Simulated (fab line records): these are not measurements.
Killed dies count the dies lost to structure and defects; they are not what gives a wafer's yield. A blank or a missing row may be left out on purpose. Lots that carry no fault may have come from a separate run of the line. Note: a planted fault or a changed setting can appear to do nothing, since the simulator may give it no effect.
Which tool was responsible? / flow berkeleyCmos170 / 14 lots with 42 wafers sampled at 3 steps, on a route of 331 steps

== WHAT THE GAUGES READ, wafer by wafer ==
UCB170_PVT_OVL_MEAS_06.
lot=L281; measured=day 5 10:59; on=overlay-01; PVT_OVL (nm)=-1 -1 -2
lot=L282; measured=day 6 02:55; on=overlay-02; PVT_OVL (nm)=8 1 -1
lot=L285; measured=day 6 09:51; on=overlay-02; PVT_OVL (nm)=3 0 5
lot=L286; measured=day 7 08:11; on=overlay-02; PVT_OVL (nm)=-4 -4 1
lot=L288; measured=day 7 07:49; on=overlay-02; PVT_OVL (nm)=8 2 3
lot=L287; measured=day 7 07:56; on=overlay-01; PVT_OVL (nm)=-12 -14 -9
lot=L289; measured=day 7 07:44; on=overlay-01; PVT_OVL (nm)=-3 -2 -7
lot=L291; measured=day 8 01:04; on=overlay-02; PVT_OVL (nm)=0 4 0
lot=L292; measured=day 8 14:54; on=overlay-02; PVT_OVL (nm)=7 4 4
lot=L294; measured=day 8 15:41; on=overlay-01; PVT_OVL (nm)=-2 7 0
lot=L293; measured=day 8 16:14; on=overlay-02; PVT_OVL (nm)=-4 0 6
lot=L295; measured=day 8 15:11; on=overlay-02; PVT_OVL (nm)=-3 -1 1
lot=L296; measured=day 8 19:24; on=overlay-02; PVT_OVL (nm)=-11 -4 -7
lot=L303; measured=day 10 20:21; on=overlay-02; PVT_OVL (nm)=9 8 4

UCB170_GATE_CD_MEAS_90: the cd target is 350 nm.
lot=L281; measured=day 6 02:16; on=cdSem-02; cdNm (nm)=349.0 348.2 350.7
lot=L282; measured=day 6 17:51; on=cdSem-02; cdNm (nm)=349.5 350.3 349.6
lot=L285; measured=day 6 21:29; on=cdSem-01; cdNm (nm)=350.3 347.0 345.8
lot=L286; measured=day 7 23:01; on=cdSem-01; cdNm (nm)=348.4 347.9 350.2
lot=L288; measured=day 7 23:05; on=cdSem-01; cdNm (nm)=351.9 350.9 350.7
lot=L287; measured=day 7 23:17; on=cdSem-02; cdNm (nm)=349.5 350.4 352.4
lot=L289; measured=day 7 22:52; on=cdSem-02; cdNm (nm)=353.0 349.7 349.1
lot=L291; measured=day 8 15:13; on=cdSem-02; cdNm (nm)=349.8 349.0 351.3
lot=L292; measured=day 9 09:01; on=cdSem-01; cdNm (nm)=353.0 352.5 350.1
lot=L294; measured=day 9 08:46; on=cdSem-02; cdNm (nm)=353.0 352.1 352.2
lot=L293; measured=day 9 09:28; on=cdSem-02; cdNm (nm)=349.9 354.3 352.0
lot=L295; measured=day 9 09:01; on=cdSem-02; cdNm (nm)=345.7 347.4 346.1
lot=L296; measured=day 9 09:16; on=cdSem-01; cdNm (nm)=350.4 350.9 349.3
lot=L303; measured=day 11 12:16; on=cdSem-02; cdNm (nm)=346.4 346.8 348.3

== WHICH TOOL RAN EACH LOT (tool, then ch and the chambers of the sampled wafers, then the start) ==
lot=L281; UCB170_NWELL_STRIP_15=plasmaAsher-04 ch 0,1, day 2 08:45
lot=L282; UCB170_NWELL_STRIP_15=plasmaAsher-04 ch 0,1, day 2 16:23
lot=L285; UCB170_NWELL_STRIP_15=plasmaAsher-01 ch 0,1, day 3 08:43
lot=L286; UCB170_NWELL_STRIP_15=plasmaAsher-01 ch 0,1, day 3 17:04
lot=L288; UCB170_NWELL_STRIP_15=plasmaAsher-04 ch 0,1, day 3 23:26
lot=L287; UCB170_NWELL_STRIP_15=plasmaAsher-03 ch 0,1, day 3 23:29
lot=L289; UCB170_NWELL_STRIP_15=plasmaAsher-04 ch 0,1, day 4 04:10
lot=L291; UCB170_NWELL_STRIP_15=plasmaAsher-03 ch 0,1, day 4 16:13
lot=L292; UCB170_NWELL_STRIP_15=plasmaAsher-01 ch 0,1, day 4 23:19
lot=L294; UCB170_NWELL_STRIP_15=plasmaAsher-01 ch 0, day 5 03:05
lot=L293; UCB170_NWELL_STRIP_15=plasmaAsher-03 ch 0,1, day 5 03:22
lot=L295; UCB170_NWELL_STRIP_15=plasmaAsher-01 ch 0,1, day 5 05:19
lot=L296; UCB170_NWELL_STRIP_15=plasmaAsher-01 ch 0,1, day 5 11:38
lot=L303; UCB170_NWELL_STRIP_15=plasmaAsher-01 ch 0,1, day 7 03:01
- UCB170_NWELL_STRIP_15: strips in O2.

== AS READ BY THE TOOLS THEMSELVES (means over the sampled wafers that have a number; for cases with no such wafer, the mark the record gives instead) ==
UCB170_NWELL_STRIP_15.
lot=L281; tool=plasmaAsher-04; chamberPressureMTorr (mTorr)=3502; drypumpMotorCurrentA (A)=5.2; oesProductAu (a.u.)=0.718; stripTimeToEndpointS (s)=17.81
lot=L282; tool=plasmaAsher-04; chamberPressureMTorr (mTorr)=3499; drypumpMotorCurrentA (A)=5.1; oesProductAu (a.u.)=0.716; stripTimeToEndpointS (s)=17.87
lot=L285; tool=plasmaAsher-01; chamberPressureMTorr (mTorr)=3499; drypumpMotorCurrentA (A)=6.1; oesProductAu (a.u.)=0.715; stripTimeToEndpointS (s)=18.00
lot=L286; tool=plasmaAsher-01; chamberPressureMTorr (mTorr)=3499; drypumpMotorCurrentA (A)=6.4; oesProductAu (a.u.)=0.720; stripTimeToEndpointS (s)=17.97
lot=L288; tool=plasmaAsher-04; chamberPressureMTorr (mTorr)=3496; drypumpMotorCurrentA (A)=5.1; oesProductAu (a.u.)=0.719; stripTimeToEndpointS (s)=18.10
lot=L287; tool=plasmaAsher-03; chamberPressureMTorr (mTorr)=3503; drypumpMotorCurrentA (A)=5.7; oesProductAu (a.u.)=0.723; stripTimeToEndpointS (s)=17.88
lot=L289; tool=plasmaAsher-04; chamberPressureMTorr (mTorr)=3499; drypumpMotorCurrentA (A)=5.1; oesProductAu (a.u.)=0.721; stripTimeToEndpointS (s)=17.97
lot=L291; tool=plasmaAsher-03; chamberPressureMTorr (mTorr)=3499; drypumpMotorCurrentA (A)=5.8; oesProductAu (a.u.)=0.721; stripTimeToEndpointS (s)=18.04
lot=L292; tool=plasmaAsher-01; chamberPressureMTorr (mTorr)=3501; drypumpMotorCurrentA (A)=6.4; oesProductAu (a.u.)=0.720; stripTimeToEndpointS (s)=18.00
lot=L294; tool=plasmaAsher-01; chamberPressureMTorr (mTorr)=3499; drypumpMotorCurrentA (A)=6.6; oesProductAu (a.u.)=0.721; stripTimeToEndpointS (s)=18.14
lot=L293; tool=plasmaAsher-03; chamberPressureMTorr (mTorr)=3499; drypumpMotorCurrentA (A)=5.8; oesProductAu (a.u.)=0.721; stripTimeToEndpointS (s)=17.86
lot=L295; tool=plasmaAsher-01; chamberPressureMTorr (mTorr)=3503; drypumpMotorCurrentA (A)=6.4; oesProductAu (a.u.)=0.721; stripTimeToEndpointS (s)=18.15
lot=L296; tool=plasmaAsher-01; chamberPressureMTorr (mTorr)=3502; drypumpMotorCurrentA (A)=6.1; oesProductAu (a.u.)=0.723; stripTimeToEndpointS (s)=18.12
lot=L303; tool=plasmaAsher-01; chamberPressureMTorr (mTorr)=3498; drypumpMotorCurrentA (A)=6.1; oesProductAu (a.u.)=0.724; stripTimeToEndpointS (s)=17.90

== THE ANSWER, worked out from the rows above alone ==
Rule: the usual values come from the lots themselves. Put in order of their means at a reading, lots are off if they are a third of the lots or fewer, leave a main group of 4 or more, and stand apart from it by a gap of 3 or more times the standard deviation of the main group's means; of several such gaps the widest counts. If all means in a main group match to the digits the tables above print for the reading, that group is not used. A lot without any number at a reading at which 4 lots or more have one is off too. Any other lot the step has rows for is counted as sound. After the gauges, taken in route order, come the tools' own readings; for these a lot's mean is taken, as printed above. The first step at which some lot is off is used, and at that step the reading that is off furthest; a lot without a number counts as furthest.
None of the lots is off at any reading shown; this tells nothing.

== WHAT HAD BEEN PUT IN BY THE SIMULATOR ==
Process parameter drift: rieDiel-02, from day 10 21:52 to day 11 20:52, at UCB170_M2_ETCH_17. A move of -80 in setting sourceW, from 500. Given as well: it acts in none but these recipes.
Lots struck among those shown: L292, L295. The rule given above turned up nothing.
